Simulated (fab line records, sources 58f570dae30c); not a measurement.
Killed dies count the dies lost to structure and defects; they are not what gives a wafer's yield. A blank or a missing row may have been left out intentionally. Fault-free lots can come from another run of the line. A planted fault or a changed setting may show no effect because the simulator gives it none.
Problem report, 8D (eight disciplines) form, completed by code | flow berkeley cmos170 | the parts of the form that need people (team, actions taken, sign-off) are left out

1. THE ISSUE
bias w at UCB170_M1_METAL_ETCH_12 reads a mean of 162.1 W on 4 wafers of 2 lots; wafers without a fault read 120.0 W with a standard deviation of 0.34. That is +99 or more standard deviations from the usual mean.
The step: etches Al in Cl2/BCl3, stops on PSG, target depth 780 nm, time 124.5 s.
The first sign was on wafer L144.2 at day 10 23:23, on rie metal-02. The record holds 42 wafers of 14 lots with a number at this step. By rule, "out" or "out of limits" means more than 4 standard deviations away from the usual mean. Any other wafer with a number is counted as sound.

2. WHAT IT IS, AND WHAT IT ISN'T
question                    | is                             | is not
which readings at this step | bias w                         | drypump motor current A, mfc cl2 sccm, oes product au, throttle valve pct
which lots                  | L144, L145                     | L130, L131, L132, L135, L136, L137, L139, L140, L141, L142, L143, L146
which wafers of those lots  | L144.2, L144.5, L145.2, L145.3 | L144.6, L145.1
read on which tools         | rie metal-02                   | rie metal-01, rie metal-04
when                        | from day 10 23:23              | up to then (34 sound wafers); but 4 sound wafers of L145, L146 came after

3. THE SUSPECTS, EACH WITH WHAT RULES IT OUT
Counting: if a tool at a process step up to the reading ran every lot that is out, it stays a suspect. Sound lots after the first of them don't rule it out here, since some wafers of a struck lot are sound.
- rie metal-02 at UCB170_M1_METAL_ETCH_12 (etches Al in Cl2/BCl3, stops on PSG, target depth 780 nm, time 124.5 s): kept. It processed each lot that is out (first: L144, day 10 23:23); up to then, its last sound lot is L142 (day 10 22:56). Out on those wafers are its own readings of bias w.
- Within rie metal-02 at UCB170_M1_METAL_ETCH_12: the wafers that are out ran in chamber 1; their sound lot-mates ran in chamber 0.
The count leaves rie metal-02 at UCB170_M1_METAL_ETCH_12.

4. THE CAUSE (what the simulator had put in)
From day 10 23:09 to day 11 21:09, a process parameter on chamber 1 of rie metal-02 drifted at UCB170_M1_METAL_ETCH_12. A move of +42 in setting bias w, from 120. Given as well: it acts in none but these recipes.
This tool alone remained once counting was done.

5. SEQUENCE OF EFFECTS, ordered by route
One row per reading whose mean, taken over the struck wafers that have a number, lies over 3 standard deviations from the usual. Readings are gone through only where the record gives a usual standard deviation; hours: the median, over the lots, of the time from a lot's start at the first step in this table giving one to that lot's start at this step; sigmas: the change measured in usual standard deviations.
hours | step                    | reading | usual   | on struck wafers | change | sigmas
0     | UCB170_M1_METAL_ETCH_12 | bias w  | 120.0 W | 162.1            | +42.1  | +99 or more
The process steps in it:
- UCB170_M1_METAL_ETCH_12: etches Al in Cl2/BCl3, stops on PSG, target depth 780 nm, time 124.5 s.

6. HOW IT WOULD HAVE BEEN CAUGHT EARLIER
The fault began at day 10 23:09; the first out-of-limits reading in this record came at day 10 23:23, 0 hours later.
